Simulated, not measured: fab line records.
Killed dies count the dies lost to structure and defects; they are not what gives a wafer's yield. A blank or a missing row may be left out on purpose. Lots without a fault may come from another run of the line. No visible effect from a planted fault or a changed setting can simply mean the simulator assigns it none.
Which tool did it? ; flow rit-cmos ; 14 lots, 42 wafers sampled, at 4 steps of a route of 202

WHAT EACH GAUGE READ, for each wafer
RIT_PSD_TW_MEAS_10.
lot;measured;on;PSD_TW
L837;day 3 04:28;film-metro-02;3350 3350 3361
L838;day 3 12:22;film-metro-02;3373 3370 3375
L840;day 3 21:16;film-metro-04;3417 3402 3418
L839;day 3 21:33;film-metro-03;3423 3430 3431
L841;day 3 22:58;film-metro-04;3436 3438 3443
L842;day 4 03:17;film-metro-04;3426 3426 3451
L843;day 4 15:29;film-metro-04;3416 3439 3442
L846;day 5 03:03;film-metro-03;3404 3405 3411
L847;day 5 05:01;film-metro-02;3334 3346 3350
L848;day 5 12:01;film-metro-03;30 30 30
L849;day 5 15:10;film-metro-04;3416 3413 3418
L850;day 5 20:55;film-metro-03;3422 3409 3396
L851;day 5 23:31;film-metro-03;30 30 30
L858;day 7 10:56;film-metro-04;3390 3379 3387

RIT_SILICIDE_THK_MEAS_03: measures by xrf.
lot;measured;on;SILICIDE_TI_THK (nm)
L837;day 3 05:43;film-metro-01;31.3 31.5 31.0
L838;day 3 13:39;film-metro-04;30.8 30.6 30.7
L840;day 3 22:31;film-metro-01;30.9 30.7 30.8
L839;day 3 22:52;film-metro-03;30.6 30.6 30.6
L841;day 4 00:13;film-metro-01;31.7 31.8 31.4
L842;day 4 04:38;film-metro-04;30.5 30.9 30.6
L843;day 4 16:44;film-metro-01;31.0 31.1 31.3
L846;day 5 04:18;film-metro-01;31.2 30.9 31.6
L847;day 5 06:16;film-metro-01;31.4 31.3 31.7
L848;day 5 13:16;film-metro-03;31.3 31.0 31.6
L849;day 5 16:29;film-metro-03;31.0 30.8 30.8
L850;day 5 22:14;film-metro-01;31.5 31.3 31.4
L851;day 6 00:50;film-metro-01;30.8 30.6 30.7
L858;day 7 12:11;film-metro-01;30.7 31.0 30.8

WHICH TOOL RAN EACH LOT (tool, then ch and the chambers of the sampled wafers, then the start)
lot;RIT_PSD_DEVELOP_05;RIT_SILICIDE_SPUTTER_01
L837;litho-track-04 ch 0, day 3 03:00;pvd-sputter-04, day 3 05:26
L838;litho-track-02 ch 0, day 3 11:00;pvd-sputter-02, day 3 13:22
L840;litho-track-02 ch 0, day 3 20:00;pvd-sputter-01, day 3 22:14
L839;litho-track-02 ch 0, day 3 20:00;pvd-sputter-04, day 3 22:35
L841;litho-track-04 ch 0, day 3 22:00;pvd-sputter-02, day 3 23:56
L842;litho-track-04 ch 0, day 4 02:00;pvd-sputter-02, day 4 04:21
L843;litho-track-04 ch 0, day 4 14:00;pvd-sputter-01, day 4 16:26
L846;litho-track-01 ch 0, day 5 02:00;pvd-sputter-02, day 5 04:00
L847;litho-track-01 ch 0, day 5 04:00;pvd-sputter-01, day 5 05:58
L848;litho-track-01 ch 0, day 5 11:00;pvd-sputter-02, day 5 12:59
L849;litho-track-04 ch 0, day 5 14:00;pvd-sputter-04, day 5 16:13
L850;litho-track-04 ch 0, day 5 20:00;pvd-sputter-02, day 5 21:56
L851;litho-track-01 ch 0, day 5 22:00;pvd-sputter-01, day 6 00:33
L858;litho-track-04 ch 0, day 7 10:00;pvd-sputter-04, day 7 11:53
- RIT_PSD_DEVELOP_05: develop time 50 s.
- RIT_SILICIDE_SPUTTER_01: material Ti, target thk 30 nm, time 244.7 s.

AS READ BY THE TOOLS THEMSELVES (means over the sampled wafers that have a number; for cases with no such wafer, the mark the record gives instead)
RIT_PSD_DEVELOP_05.
lot;tool;chill-plate-temp-C (C);developer-temp-C (C)
L837;litho-track-04;22.89;22.98
L838;litho-track-02;23.05;22.87
L840;litho-track-02;22.95;23.10
L839;litho-track-02;22.97;23.04
L841;litho-track-04;22.91;22.86
L842;litho-track-04;23.05;23.01
L843;litho-track-04;22.91;23.05
L846;litho-track-01;22.90;23.01
L847;litho-track-01;23.11;23.12
L848;litho-track-01;23.00;22.96
L849;litho-track-04;23.09;22.89
L850;litho-track-04;23.06;22.90
L851;litho-track-01;23.05;23.10
L858;litho-track-04;22.98;22.87

RIT_SILICIDE_SPUTTER_01.
lot;tool;throttle-valve-pct (%)
L837;pvd-sputter-04;30.1
L838;pvd-sputter-02;29.5
L840;pvd-sputter-01;29.5
L839;pvd-sputter-04;30.2
L841;pvd-sputter-02;29.4
L842;pvd-sputter-02;29.7
L843;pvd-sputter-01;29.3
L846;pvd-sputter-02;30.0
L847;pvd-sputter-01;29.2
L848;pvd-sputter-02;29.8
L849;pvd-sputter-04;30.1
L850;pvd-sputter-02;29.5
L851;pvd-sputter-01;29.5
L858;pvd-sputter-04;30.7

THE ANSWER, worked out from the rows above alone
Rule: usual is defined by the lots themselves. Put in order of their means at a reading, lots are off if they are a third of the lots or fewer, leave a main group of 4 or more, and stand apart from it by a gap of 3 or more times the standard deviation of the main group's means; of several such gaps the widest counts. If all means in a main group match to the digits the tables above print for the reading, that group is not used. A lot without any number at a reading at which 4 lots or more have one is off too. All remaining lots with rows at the step are treated as sound. Order of review: gauges by route order, followed by the tools' own readings, for which a lot's mean as printed above is used. The first step at which some lot is off is used, and at that step the reading that is off furthest; a lot without a number counts as furthest.
Off: at RIT_PSD_TW_MEAS_10 (PSD_TW), L848, L851. For the main group the mean is 3403 and the standard deviation 31.
A tool fits if, at a process step before that reading, it ran every lot that is off, and no sound lot after the first of them. Gauges at RIT_PSD_TW_MEAS_10: tried the same way as those tools. One candidate fits, namely litho-track-01 at RIT_PSD_DEVELOP_05. Its last sound lot is L847 (day 5 04:00), its first lot that is off L848 (day 5 11:00): a fault that began between those two fits.

WHAT THE SIMULATOR HAD PUT IN
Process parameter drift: litho-track-01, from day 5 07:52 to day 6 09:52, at RIT_PSD_DEVELOP_05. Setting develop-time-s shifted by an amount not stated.
Shown lots that were struck: L848, L851. This agrees with what the rule above found.
